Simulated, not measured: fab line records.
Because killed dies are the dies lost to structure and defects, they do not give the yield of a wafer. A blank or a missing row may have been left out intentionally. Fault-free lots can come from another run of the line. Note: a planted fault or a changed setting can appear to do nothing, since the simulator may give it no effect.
Code-filled problem report in 8D (eight disciplines) form + flow rit-cmos + the parts of the form that need people (team, actions taken, sign-off) are left out

1. THE ISSUE
killed-at-front-end at RIT_M1_PROBE_99 reads a mean of 41 on 4 wafers of 2 lots; wafers without a fault read 7 with a standard deviation of 3.1. That is +11 standard deviations from the usual mean.
First observed at day 4 21:29: wafer L992.2, on prober-01. The record has a number at this step for 42 wafers belonging to 14 lots. Rule for "out" (also "out of limits"): further than 4 standard deviations from the usual mean. All remaining wafers that have a number are taken as sound.

2. WHAT IT IS, AND WHAT IT ISN'T
| question                    | is                                              | is not                                                                                                         |
|-----------------------------|-------------------------------------------------|----------------------------------------------------------------------------------------------------------------|
| which readings at this step | killed-at-front-end, killed-dies, killed-on-rim | killed-at-contacts, killed-open, killed-short                                                                  |
| which lots                  | L992, L994                                      | L100, L101, L103, L107, L108, L985, L987, L988, L989, L990, L991, L999                                         |
| which wafers of those lots  | L992.2, L992.6, L994.1, L994.5                  | L992.5, L994.6                                                                                                 |
| read on which tools         | prober-01                                       | prober-02                                                                                                      |
| when                        | from day 4 21:29                                | up to then (18 sound wafers); but 20 sound wafers of L100, L101, L103, L107, L108, L992, L994, L999 came after |

3. WHAT RULES OUT EACH SUSPECT
Counting: a tool at a process step up to the reading stays a suspect if it ran every lot that is out. Sound lots after the first of them don't rule it out here, since some wafers of a struck lot are sound.
- plasma-asher-01 at RIT_PLDD_STRIP_09 (strips in O2, time 180 s): kept. Every lot that is out went through it, the first being L992 (day 4 07:34); the last sound lot it ran before that was L989 (day 3 16:00).
- rtp-anneal-01 at RIT_SDANNEAL_RTA_03 (time 5 s): kept. Every lot that is out went through it, the first being L992 (day 4 13:52); the last sound lot it ran before that was L990 (day 4 02:37).
- prober-01 at RIT_M1_PROBE_99: kept. Every lot that is out went through it, the first being L992 (day 4 21:29); the last sound lot it ran before that was L990 (day 4 12:34). Out on those wafers are its own readings of killed-at-front-end, killed-dies, killed-on-rim.
- The sound lot-mates ran in chamber 0 of plasma-asher-01 at RIT_PLDD_STRIP_09, but the wafers that are out ran in chamber 1.
The count leaves plasma-asher-01 at RIT_PLDD_STRIP_09, rtp-anneal-01 at RIT_SDANNEAL_RTA_03, and prober-01 at RIT_M1_PROBE_99.

4. THE CAUSE (what the simulator had put in)
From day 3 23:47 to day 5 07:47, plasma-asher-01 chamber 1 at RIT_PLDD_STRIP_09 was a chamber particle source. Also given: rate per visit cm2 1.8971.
After counting, 3 suspects remain, this tool included.

5. THE EFFECT CHAIN, in route order
Each row: a reading whose mean over the struck wafers that have a number lies more than 3 standard deviations from the usual. Only readings for which the record gives a usual standard deviation are gone through. hours: the time from each lot's start at the first step in this table that gives one to its start at this step, as a median over the lots. sigmas: the change in usual standard deviations.
| hours | step            | reading             | usual | on struck wafers | change | sigmas |
|-------|-----------------|---------------------|-------|------------------|--------|--------|
| 0     | RIT_M1_PROBE_99 | killed-at-front-end | 7     | 41               | +34    | +11    |
| 0     | RIT_M1_PROBE_99 | killed-dies         | 7     | 42               | +35    | +11    |
| 0     | RIT_M1_PROBE_99 | killed-on-rim       | 1.6   | 9.0              | +7.4   | +5.7   |
Its process steps:
- RIT_M1_PROBE_99

6. WHAT WOULD HAVE CAUGHT IT SOONER
22 hours passed between the start of the fault at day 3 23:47 and the first reading out of limits in this record, taken at day 4 21:29.
Tool readings at RIT_PLDD_STRIP_09 with a usual standard deviation given in the record: none out on any struck wafer, hence no alarm at a limit of 4 standard deviations on them.
The start of RIT_PLDD_STRIP_09 on plasma-asher-01 came by day 4 21:29 for every one of the lots that are out (2). None of them would have been spared by holding the tool at that moment.
